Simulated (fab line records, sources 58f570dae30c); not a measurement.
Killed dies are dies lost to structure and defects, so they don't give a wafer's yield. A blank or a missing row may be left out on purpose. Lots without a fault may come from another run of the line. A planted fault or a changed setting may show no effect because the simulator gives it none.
Problem report in the 8D (eight disciplines) form, filled by code | flow berkeley_cmos170 | the parts of the form that need people (team, actions taken, sign-off) are left out

1. THE PROBLEM
V2_TEOS_THK at UCB170_V2_THK_MEAS_01 reads a mean of 3369 nm on 6 wafers of 2 lots; wafers without a fault read 2001 nm with a standard deviation of 33. That is +41 standard deviations from the usual mean.
First seen on wafer L856.3, day 11 07:12, on film_metro-03. The record holds 42 wafers of 14 lots with a number at this step. Rule for "out", or "out of limits": more than 4 standard deviations from the usual mean. The other wafers with a number count as sound.

2. WHAT IT IS AND WHAT IT IS NOT
question                    | is                     | is not
which readings at this step | V2_TEOS_THK            | -
which lots                  | L856, L857             | L847, L848, L851, L852, L853, L854, L855, L860, L866, L867, L868, L869
which wafers of those lots  | all that have a number | -
read on which gauges        | film_metro-03          | film_metro-01, film_metro-04
when                        | from day 11 07:12      | up to then (21 sound wafers); but 15 sound wafers of L860, L866, L867, L868, L869 came after

3. SUSPECTS, AND WHAT RULES EACH OUT
Counting: a tool at a process step up to the reading stays a suspect if it ran every lot that is out and no sound lot after the first of them.
- the gauge at UCB170_V2_THK_MEAS_01: kept. All the wafers that are out were read on film_metro-03, and no step on other tools shows them out.
- pecvd-01 at UCB170_V2_CVD_00 (deposits SiO2 from TEOS/O2, target thk 2000 nm, time 250 s): ruled out as a lasting fault. Sound lots L869 ran on it after its first lot that is out, L856 (day 11 07:02).
Left after counting: film_metro-03 at UCB170_V2_THK_MEAS_01.

4. THE CAUSE (what the simulator had put in)
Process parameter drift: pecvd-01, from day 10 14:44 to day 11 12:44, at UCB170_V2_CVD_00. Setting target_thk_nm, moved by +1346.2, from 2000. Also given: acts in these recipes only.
Counting ruled it out, wrongly: the rule takes a fault to strike every lot that its tool runs from its start on, and this one did not.

5. THE CHAIN OF EFFECTS, in route order
Each row: a reading whose mean over the struck wafers that have a number lies more than 3 standard deviations from the usual. Only readings for which the record gives a usual standard deviation are gone through. hours: the time from each lot's start at the first step in this table that gives one to its start at this step, as a median over the lots. sigmas: the change in usual standard deviations.
hours | step                  | reading     | usual   | on struck wafers | change | sigmas
0     | UCB170_V2_THK_MEAS_01 | V2_TEOS_THK | 2001 nm | 3369             | +1368  | +41

6. WHAT WOULD HAVE CAUGHT IT SOONER
In this record the first reading out of limits at a measuring or inspecting step was taken at day 11 07:12, 16 hours after the fault began at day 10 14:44.
Of the tool readings at UCB170_V2_CVD_00 for which the record gives a usual standard deviation, none was out on any struck wafer, so an alarm limit of 4 standard deviations on them would not have fired.
